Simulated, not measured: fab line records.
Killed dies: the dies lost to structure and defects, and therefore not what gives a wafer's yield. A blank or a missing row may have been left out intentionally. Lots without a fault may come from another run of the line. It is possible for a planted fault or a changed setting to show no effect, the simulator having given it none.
fab line records    flow rit_cmos
[record] lots = 13  wafers = 39  last_day = 7
route steps=202 shown FOX1@21 FOX2@24 GATE@89 M1@202
lots that met no fault: taken from a fault-free run of the same line
start_h: start of the lot's first displayed wafer, in hours after the record's first day    wait_h: hours from the lot's prior step to this one    " same as the row above    L1.1+2: several wafers, shown together as one row    - either no value or no given start    * or withheld: withheld    < > ~ a bound
route shown NAME@n: names a module that has steps shown in the file, with the first one's number in the route    usual: mean/standard deviation taken from wafers without a fault    same: alike in all rows    chamber/n: place in a boat    sites: per-site readings    _std_site: the standard deviation of these    _edge_site: outer sites' mean less inner sites'    radius_mm: how far each site lies from the wafer's centre    mask NAME#n: copy n    behind: the tool/chamber that last shaped the wafer    hold: why the lot went on hold/how many hours it stayed there/how the hold came to an end    device: the transistor (n, p or np) that didn't switch    end of line: the tests these same wafers got at the end of their route    a step given without rows: its recipe and nothing more    killed: count of dies lost to structure and defects at first sort (not the wafer's yield)    map: dies across one wafer; x = killed, . = not, _ = none there
set.NAME: the setting that was run; set.NAME@STEP: the one run at that earlier step    model.NAME: the simulator's own value behind a step, which no gauge read
route steps across a sampled set of lots; one table per step, one row per wafer
services: a tool's chamber out of use, with start hour (start_h, from the record's first day; less than 0 if before it), hours out, and reason
[[steps]]
[step RIT_FOX1_THK_MEAS_01]
[recipe] reads = SiO2_of_FOX1_OXIDATION_00
[usual] FOX1_OXIDE_THK = 349/6.7
lot.wafer  tool           chamber  start_h  wait_h  FOX1_OXIDE_THK[nm]
L471.1     film_metro-02  -        20.21    0.0     363
L471.4     "              -        "        "       355
L471.6     "              -        "        "       359
L472.2     film_metro-03  -        24.85    0.0     352
L472.3     "              -        "        "       354
L472.4     "              -        "        "       357
L473.1     film_metro-03  -        28.37    0.0     344
L473.2     "              -        "        "       340
L473.5     "              -        "        "       343
L476.3     film_metro-03  -        41.84    0.0     349
L476.4     "              -        "        "       349
L476.6     "              -        "        "       345
L477.2     film_metro-03  -        47.51    0.0     363
L477.4     "              -        "        "       361
L477.6     "              -        "        "       360
L478.1     film_metro-02  -        51.82    0.0     354
L478.2     "              -        "        "       353
L478.4     "              -        "        "       352
L479.1     film_metro-03  -        57.64    0.0     341
L479.5     "              -        "        "       339
L479.6     "              -        "        "       340
L480.1     film_metro-03  -        62.71    0.0     345
L480.2     "              -        "        "       346
L480.5     "              -        "        "       341
L489.3     film_metro-02  -        106.87   0.0     352
L489.5     "              -        "        "       352
L489.6     "              -        "        "       345
L490.2     film_metro-02  -        112.96   0.0     352
L490.3     "              -        "        "       351
L490.5     "              -        "        "       353
L491.1     film_metro-02  -        117.69   0.0     346
L491.3     "              -        "        "       343
L491.6     "              -        "        "       347
L493.3     film_metro-01  -        127.69   0.0     359
L493.4     "              -        "        "       355
L493.5     "              -        "        "       350
L494.2     film_metro-03  -        131.95   0.0     351
L494.5     "              -        "        "       349
L494.6     "              -        "        "       349
[step RIT_FOX2_THK_MEAS_01]
[recipe] reads = SiO2_of_FOX2_OXIDATION_00
[usual] FOX2_OXIDE_THK = 351/6.2
lot.wafer  tool           chamber  start_h  wait_h  FOX2_OXIDE_THK[nm]
L471.1     film_metro-01  -        22.76    0.0     343
L471.4     "              -        "        "       348
L471.6     "              -        "        "       350
L472.2     film_metro-01  -        26.34    0.0     341
L472.3     "              -        "        "       337
L472.4     "              -        "        "       346
L473.1     film_metro-02  -        29.86    0.0     344
L473.2     "              -        "        "       342
L473.5     "              -        "        "       343
L476.3     film_metro-02  -        43.33    0.0     348
L476.4     "              -        "        "       350
L476.6     "              -        "        "       347
L477.2     film_metro-02  -        49.86    0.0     354
L477.4     "              -        "        "       351
L477.6     "              -        "        "       356
L478.1     film_metro-04  -        53.31    0.0     355
L478.2     "              -        "        "       356
L478.4     "              -        "        "       359
L479.1     film_metro-04  -        59.13    0.0     352
L479.5     "              -        "        "       346
L479.6     "              -        "        "       349
L480.1     film_metro-02  -        64.20    0.0     352
L480.2     "              -        "        "       356
L480.5     "              -        "        "       355
L489.3     film_metro-02  -        109.96   0.0     346
L489.5     "              -        "        "       340
L489.6     "              -        "        "       342
L490.2     film_metro-02  -        114.45   0.0     358
L490.3     "              -        "        "       350
L490.5     "              -        "        "       352
L491.1     film_metro-01  -        119.19   0.0     345
L491.3     "              -        "        "       346
L491.6     "              -        "        "       346
L493.3     film_metro-02  -        129.19   0.0     361
L493.4     "              -        "        "       358
L493.5     "              -        "        "       357
L494.2     film_metro-04  -        133.44   0.0     350
L494.5     "              -        "        "       353
L494.6     "              -        "        "       347
[step RIT_FOX2_THK_MEAS_91]
[recipe] reads = SiO2_of_FOX2_OXIDATION_00
[usual] FIELD_OXIDE_LEFT_2_THK = 255/6.3
lot.wafer  tool           chamber  start_h  wait_h  FIELD_OXIDE_LEFT_2_THK[nm]
L471.1     film_metro-02  -        36.60    0.0     248
L471.4     "              -        "        "       252
L471.6     "              -        "        "       254
L472.2     film_metro-02  -        41.12    0.0     246
L472.3     "              -        "        "       242
L472.4     "              -        "        "       251
L473.1     film_metro-01  -        43.07    0.0     249
L473.2     "              -        "        "       247
L473.5     "              -        "        "       248
L476.3     film_metro-02  -        58.22    0.0     253
L476.4     "              -        "        "       255
L476.6     "              -        "        "       251
L477.2     film_metro-04  -        63.17    0.0     258
L477.4     "              -        "        "       255
L477.6     "              -        "        "       261
L478.1     film_metro-01  -        66.62    0.0     260
L478.2     "              -        "        "       261
L478.4     "              -        "        "       264
L479.1     film_metro-02  -        72.49    0.0     256
L479.5     "              -        "        "       250
L479.6     "              -        "        "       252
L480.1     film_metro-04  -        77.64    0.0     257
L480.2     "              -        "        "       261
L480.5     "              -        "        "       261
L489.3     film_metro-02  -        123.33   0.0     250
L489.5     "              -        "        "       244
L489.6     "              -        "        "       247
L490.2     film_metro-01  -        128.35   0.0     262
L490.3     "              -        "        "       255
L490.5     "              -        "        "       256
L491.1     film_metro-02  -        133.38   0.0     249
L491.3     "              -        "        "       250
L491.6     "              -        "        "       250
L493.3     film_metro-04  -        142.56   0.0     265
L493.4     "              -        "        "       263
L493.5     "              -        "        "       261
L494.2     film_metro-04  -        146.63   0.0     255
L494.5     "              -        "        "       257
L494.6     "              -        "        "       252
[step RIT_GATE_EXPOSE_13]
[recipe] mask_id = M6  na = 0.6  source_shape = conventional  sigma_outer = 0.6  target_cd_nm = 150  dose_mj = 380
[usual] exposure_dose_mJ_cm2 = 380.0/0.35  focus_offset_nm = 0.0/0.51  stage_vel_mm_s = 499.96/0.25
lot.wafer  tool              chamber  start_h  wait_h  mask     exposure_dose_mJ_cm2  focus_offset_nm  stage_vel_mm_s
L471.1     iline_stepper-01  0        42.16    0.2     M6#0     379.7                 0.3              500.04
L471.4     "                 0        "        "       M6#0     379.5                 1.0              499.47
L471.6     "                 0        "        "       M6#0     379.5                 0.7              500.26
L472.2     iline_stepper-02  0        44.83    0.2     M6#0     380.0                 -0.2             500.43
L472.3     "                 0        "        "       M6#0     380.1                 0.3              500.07
L472.4     "                 0        "        "       M6#0     379.5                 0.4              500.12
L473.1     iline_stepper-02  0        46.64    0.1     M6#0     379.3                 0.0              500.05
L473.2     "                 0        "        "       M6#0     379.8                 0.3              499.86
L473.5     "                 0        "        "       M6#0     379.7                 0.5              500.23
L476.3     iline_stepper-02  0        63.61    0.2     M6#0     379.9                 1.3              500.15
L476.4     "                 0        "        "       M6#0     380.1                 0.3              500.14
L476.6     "                 0        "        "       M6#0     380.2                 -0.2             500.16
L477.2     iline_stepper-02  0        66.75    0.1     M6#0     380.2                 0.0              500.01
L477.4     "                 0        "        "       M6#0     380.1                 0.0              500.01
L477.6     "                 0        "        "       M6#0     380.4                 -0.2             500.27
L478.1     iline_stepper-01  0        70.69    0.2     M6#0     380.0                 -0.8             500.13
L478.2     "                 0        "        "       M6#0     380.3                 0.2              499.76
L478.4     "                 0        "        "       M6#0     379.8                 -0.1             500.07
L479.1     iline_stepper-01  0        76.06    0.1     M6#0     380.6                 -0.6             500.54
L479.5     "                 0        "        "       M6#0     380.5                 -0.5             500.13
L479.6     "                 0        "        "       M6#0     380.5                 0.4              499.86
L480.1     iline_stepper-01  0        82.02    0.1     M6_R1#0  380.1                 0.2              500.12
L480.2     "                 0        "        "       M6_R1#0  380.4                 0.2              499.80
L480.5     "                 0        "        "       M6_R1#0  380.1                 -0.2             499.66
L489.3     iline_stepper-01  0        127.73   0.1     M6#0     380.5                 0.3              499.64
L489.5     "                 0        "        "       M6#0     380.2                 -0.4             499.98
L489.6     "                 0        "        "       M6#0     380.3                 -0.9             499.80
L490.2     iline_stepper-01  0        132.41   0.1     M6#0     380.0                 0.6              499.82
L490.3     "                 0        "        "       M6#0     380.3                 0.8              500.40
L490.5     "                 0        "        "       M6#0     380.1                 0.5              500.21
L491.1     iline_stepper-01  0        136.95   0.1     M6#0     379.4                 -0.2             499.65
L491.3     "                 0        "        "       M6#0     379.4                 -0.6             499.86
L491.6     "                 0        "        "       M6#0     379.7                 -0.7             499.67
L493.3     iline_stepper-02  0        146.15   0.1     M6#0     380.1                 -0.4             500.19
L493.4     "                 0        "        "       M6#0     380.2                 -0.9             500.03
L493.5     "                 0        "        "       M6#0     379.9                 -0.2             500.22
L494.2     iline_stepper-01  0        150.95   0.2     M6#0     380.7                 0.8              499.73
L494.5     "                 0        "        "       M6#0     379.7                 0.5              499.88
L494.6     "                 0        "        "       M6#0     380.6                 0.7              499.92
[step RIT_GATE_CD_MEAS_16]
[recipe] target_cd_nm = 150
[usual] cd_nm = 149.6/2.2
lot.wafer  tool       chamber  start_h  wait_h  cd_nm
L471.1     cd_sem-02  -        42.56    -       147.8
L471.4     "          -        "        "       149.5
L471.6     "          -        "        "       149.7
L472.2     cd_sem-02  -        45.23    -       153.6
L472.3     "          -        "        "       154.8
L472.4     "          -        "        "       151.8
L473.1     cd_sem-02  -        47.04    -       150.7
L473.2     "          -        "        "       147.8
L473.5     "          -        "        "       147.8
L476.3     cd_sem-02  -        64.01    -       147.8
L476.4     "          -        "        "       148.0
L476.6     "          -        "        "       146.6
L477.2     cd_sem-02  -        67.15    -       151.2
L477.4     "          -        "        "       151.6
L477.6     "          -        "        "       148.0
L478.1     cd_sem-02  -        71.09    -       148.5
L478.2     "          -        "        "       150.0
L478.4     "          -        "        "       150.0
L479.1     cd_sem-02  -        76.46    -       146.5
L479.5     "          -        "        "       147.9
L479.6     "          -        "        "       146.3
L480.1     cd_sem-01  -        82.46    -       166.0
L480.2     "          -        "        "       164.8
L480.5     "          -        "        "       164.4
L489.3     cd_sem-01  -        128.13   -       152.6
L489.5     "          -        "        "       151.5
L489.6     "          -        "        "       152.9
L490.2     cd_sem-02  -        132.81   -       153.9
L490.3     "          -        "        "       152.2
L490.5     "          -        "        "       152.0
L491.1     cd_sem-02  -        137.35   -       147.7
L491.3     "          -        "        "       149.5
L491.6     "          -        "        "       148.5
L493.3     cd_sem-02  -        146.55   -       147.3
L493.4     "          -        "        "       146.1
L493.5     "          -        "        "       145.9
L494.2     cd_sem-02  -        151.38   -       145.4
L494.5     "          -        "        "       147.9
L494.6     "          -        "        "       147.4
[step RIT_GATE_CD_MEAS_90]
[recipe] target_cd_nm = 150
[usual] cd_nm = 149.6/2.2
lot.wafer  tool       chamber  start_h  wait_h  cd_nm
L471.1     cd_sem-01  -        43.15    0.1     147.8
L471.4     "          -        "        "       149.7
L471.6     "          -        "        "       149.7
L472.2     cd_sem-01  -        45.82    0.1     154.0
L472.3     "          -        "        "       154.6
L472.4     "          -        "        "       152.0
L473.1     cd_sem-01  -        47.63    0.1     151.1
L473.2     "          -        "        "       147.6
L473.5     "          -        "        "       147.7
L476.3     cd_sem-02  -        64.60    0.1     147.7
L476.4     "          -        "        "       147.7
L476.6     "          -        "        "       147.3
L477.2     cd_sem-01  -        67.74    0.1     151.7
L477.4     "          -        "        "       151.2
L477.6     "          -        "        "       148.4
L478.1     cd_sem-02  -        71.68    0.1     148.6
L478.2     "          -        "        "       150.0
L478.4     "          -        "        "       149.6
L479.1     cd_sem-01  -        77.24    0.1     146.5
L479.5     "          -        "        "       148.0
L479.6     "          -        "        "       147.0
L480.1     cd_sem-01  -        83.15    0.1     165.6
L480.2     "          -        "        "       165.0
L480.5     "          -        "        "       164.0
L489.3     cd_sem-01  -        128.72   0.1     152.7
L489.5     "          -        "        "       151.9
L489.6     "          -        "        "       153.2
L490.2     cd_sem-01  -        133.46   0.1     153.9
L490.3     "          -        "        "       152.1
L490.5     "          -        "        "       151.6
L491.1     cd_sem-01  -        137.94   0.1     148.1
L491.3     "          -        "        "       149.5
L491.6     "          -        "        "       148.5
L493.3     cd_sem-02  -        147.14   0.1     146.7
L493.4     "          -        "        "       146.1
L493.5     "          -        "        "       146.4
L494.2     cd_sem-01  -        151.97   0.1     145.2
L494.5     "          -        "        "       148.2
L494.6     "          -        "        "       148.0
[step RIT_M1_PROBE_99]
[usual] killed_at_M0_to_M3 = 0.0/0.083  killed_at_contacts = 0.1/0.27  killed_at_front_end = 6.1/2.9  killed_dies = 6.2/2.9  killed_open = 3.2/1.9  killed_short = 3/1.9
[same] gross_dies = 264  killed_at_M4_up = 0  killed_at_back_side = 0  killed_at_other = 0
lot.wafer  tool       chamber  start_h  wait_h  killed_at_M0_to_M3  killed_at_contacts  killed_at_front_end  killed_dies  killed_open  killed_short
L480.1     prober-01  -        104.12   0.1     0                   0                   10                   10           4            5
L480.2     prober-01  -        104.17   0.1     0                   0                   5                    5            4            0
L480.5     prober-01  -        104.32   0.2     0                   0                   7                    7            3            1
L489.3     prober-02  -        148.54   0.2     0                   0                   7                    7            3            4
L489.5     prober-02  -        148.64   0.2     0                   0                   2                    2            1            1
L489.6     prober-02  -        148.69   0.2     0                   0                   7                    7            4            3
L490.2     prober-01  -        154.18   0.1     0                   0                   7                    7            2            5
L490.3     prober-01  -        154.23   0.2     0                   0                   8                    8            5            3
L490.5     prober-01  -        154.33   0.2     0                   0                   9                    9            5            4
L493.3     prober-02  -        167.23   0.2     0                   0                   3                    3            2            1
L493.4     prober-02  -        167.28   0.2     0                   0                   7                    7            3            4
L493.5     prober-02  -        167.33   0.2     0                   1                   9                    10           8            2
L494.2     prober-01  -        174.28   0.1     0                   0                   5                    5            3            2
L494.5     prober-01  -        174.43   0.2     0                   0                   6                    6            5            1
L494.6     prober-01  -        174.48   0.2     0                   0                   7                    7            4            3
// killed by level:class
L480.1 GATE:geometric_particle:short=3 GATE:geometric_particle:open=3 FOX2:geometric_particle:open=1 FOX2:geometric_particle:short=1 SILICIDE:geometric_particle:short=1 GATE:area_expose=1
L480.2 REOX:geometric_particle:open=3 GATE:geometric_particle:open=1 GATE:area_expose=1
L480.5 GATE:geometric_particle:open=3 GATE:area_expose=3 FOX1:geometric_particle:short=1
L489.3 FOX1:geometric_particle:short=1 FOX2:geometric_particle:open=1 FOX2:geometric_particle:short=1 GATE:geometric_particle:open=1 GATE:geometric_particle:short=1 SPACER:geometric_particle:short=1 SILICIDE:geometric_particle:open=1
L489.5 REOX:geometric_particle:open=1 SPACER:geometric_particle:short=1
L489.6 GATE:geometric_particle:short=2 FOX1:geometric_particle:open=1 GATE:geometric_particle:open=1 REOX:geometric_particle:open=1 REOX:geometric_particle:short=1 SILICIDE:geometric_particle:open=1
L490.2 GATE:geometric_particle:short=4 FOX2:geometric_particle:open=2 FOX1:geometric_particle:short=1
L490.3 SPACER:geometric_particle:open=4 GATE:geometric_particle:open=1 GATE:geometric_particle:short=1 REOX:geometric_particle:short=1 SPACER:geometric_particle:short=1
L490.5 FOX2:geometric_particle:short=2 SPACER:geometric_particle:short=2 SPACER:geometric_particle:open=2 FOX1:geometric_particle:open=1 GATE:geometric_particle:open=1 REOX:geometric_particle:open=1
L493.3 GATE:geometric_particle:open=1 GATE:geometric_particle:short=1 REOX:geometric_particle:open=1
L493.4 GATE:geometric_particle:short=3 FOX1:geometric_particle:open=1 FOX1:geometric_particle:short=1 SILICIDE:geometric_particle:open=1 REOX:geometric_particle:open=1
L493.5 GATE:geometric_particle:open=5 SPACER:geometric_particle:short=2 FOX1:geometric_particle:open=1 SILICIDE:geometric_particle:open=1 CONTACT:geometric_particle:open=1
L494.2 GATE:geometric_particle:short=2 GATE:geometric_particle:open=2 FOX1:geometric_particle:open=1
L494.5 GATE:geometric_particle:open=2 SPACER:geometric_particle:open=2 FOX1:geometric_particle:open=1 GATE:geometric_particle:short=1
L494.6 SPACER:geometric_particle:open=2 FOX2:geometric_particle:short=1 GATE:geometric_particle:open=1 GATE:geometric_particle:short=1 REOX:geometric_particle:open=1 SILICIDE:geometric_particle:short=1
[[services]]
tool              chamber  start_h  hours  kind
iline_stepper-01  -        80.09    0.9    repair
iline_stepper-01  -        103.95   2.1    pm
iline_stepper-01  -        106.03   -      consumable_replace:lamp
[[key]]
[first_sign] step = RIT_GATE_EXPOSE_13  reading = mask  direction = changed
[effect] step = RIT_GATE_CD_MEAS_16  reading = cd_nm  direction = up  sigmas = 7.1  usual = 149.6  struck = 165.1
[effect] step = RIT_GATE_CD_MEAS_90  reading = cd_nm  direction = up  sigmas = 7  usual = 149.6  struck = 164.9
met_at RIT_GATE_EXPOSE_13
struck_lots L480
tester_left_out L480
not_acting_at RIT_FOX1_THK_MEAS_01,RIT_FOX2_THK_MEAS_01,RIT_FOX2_THK_MEAS_91
onset_between 76.06 82.02
[fault] kind = wrong_mask  tool = any  chamber = -  onset_h = 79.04  steps = RIT_GATE_EXPOSE_13  aux_copy = M6_R1#0  cd_offset_nm = 15  scope = struck_lots_only
// tester_left_out: of these lots the tester's yield and bins aren't shown, on N5 and GAA mostly nor the transistor test; their killed dies are dies lost to structure and defects alone, not to doping, threshold or leakage, so they don't give the yield
